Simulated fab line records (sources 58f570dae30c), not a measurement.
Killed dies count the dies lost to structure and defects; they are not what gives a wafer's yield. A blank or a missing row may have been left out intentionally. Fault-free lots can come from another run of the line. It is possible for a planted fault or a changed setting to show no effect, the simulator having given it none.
The tool behind it: which one? | flow berkeley-cmos170 | 13 lots with 39 wafers sampled at 2 steps, on a route of 331 steps

## WHAT THE GAUGES SHOWED, per wafer
UCB170_NWELL_THK_MEAS_02. Usual: NWELL_OXIDE_THK 26.4 nm, standard deviation 0.53.
lot  | measured    | on            | NWELL_OXIDE_THK (nm) | flag
L418 | day 1 23:44 | film-metro-02 | 25.8 25.5 25.8       |
L419 | day 2 08:02 | film-metro-03 | 26.5 26.7 26.8       |
L420 | day 2 14:56 | film-metro-02 | 25.6 25.6 25.7       |
L421 | day 2 18:55 | film-metro-04 | 26.5 26.2 26.5       |
L422 | day 3 01:31 | film-metro-02 | 26.4 26.1 26.3       |
L431 | day 4 20:01 | film-metro-04 | 26.9 26.3 27.1       |
L433 | day 5 02:05 | film-metro-04 | 27.4 27.2 27.2       |
L432 | day 5 02:05 | film-metro-02 | 26.9 26.9 27.3       |
L435 | day 5 14:49 | film-metro-02 | 26.1 26.3 26.6       |
L436 | day 5 21:55 | film-metro-02 | 25.6 26.1 25.8       |
L439 | day 6 07:10 | film-metro-02 | 27.1 27.2 26.6       |
L438 | day 6 07:11 | film-metro-04 | 25.8 25.5 25.7       |
L441 | day 6 16:28 | film-metro-02 | 26.1 26.6 26.4       |

UCB170_NWELL_OVL_MEAS_12. Usual: NWELL_OVL -1 nm, standard deviation 6.1.
lot  | measured    | on         | NWELL_OVL (nm) | flag
L418 | day 2 10:27 | overlay-02 | 4 1 3          |
L419 | day 2 17:25 | overlay-02 | -2 2 -2        |
L420 | day 2 23:12 | overlay-01 | -6 -13 -5      |
L421 | day 3 03:47 | overlay-01 | -9 -5 -6       |
L422 | day 3 10:35 | overlay-02 | -1 3 -2        |
L431 | day 5 03:55 | overlay-01 | -5 -14 -7      |
L433 | day 5 09:26 | overlay-01 | 3 1 -2         |
L432 | day 5 09:11 | overlay-02 | -2 7 2         |
L435 | day 6 01:07 | overlay-02 | 8 2 17         |
L436 | day 6 06:43 | overlay-02 | -8 3 -1        |
L439 | day 6 13:00 | overlay-02 | -3 3 3         |
L438 | day 6 12:44 | overlay-01 | -3 4 0         |
L441 | day 6 22:02 | overlay-01 | 1 -7 1         |

## WHICH TOOL RAN EACH LOT (tool, then ch and the chambers of the sampled wafers, then the start)
No process step before these readings appears in the record.

## AS READ BY THE TOOLS THEMSELVES (means over the sampled wafers that have a number; for cases with no such wafer, the mark the record gives instead)
The record holds no such reading with a usual standard deviation.

## THE ANSWER, worked out from the rows above alone
Rule: a lot is off if the mean of its wafers that have a number lies more than 3 standard deviations from the usual mean. A lot without any number at a reading at which 4 lots or more have one is off too. Where the step has rows for the other lots, those lots are counted as sound. After the gauges, taken in route order, come the tools' own readings; for these a lot's mean is taken, as printed above. At the first step where some lot is off, the reading lying furthest off is the one used; lots without a number count as furthest.
None of the lots is off at any reading shown; this tells nothing.

## WHAT HAD BEEN PUT IN BY THE SIMULATOR
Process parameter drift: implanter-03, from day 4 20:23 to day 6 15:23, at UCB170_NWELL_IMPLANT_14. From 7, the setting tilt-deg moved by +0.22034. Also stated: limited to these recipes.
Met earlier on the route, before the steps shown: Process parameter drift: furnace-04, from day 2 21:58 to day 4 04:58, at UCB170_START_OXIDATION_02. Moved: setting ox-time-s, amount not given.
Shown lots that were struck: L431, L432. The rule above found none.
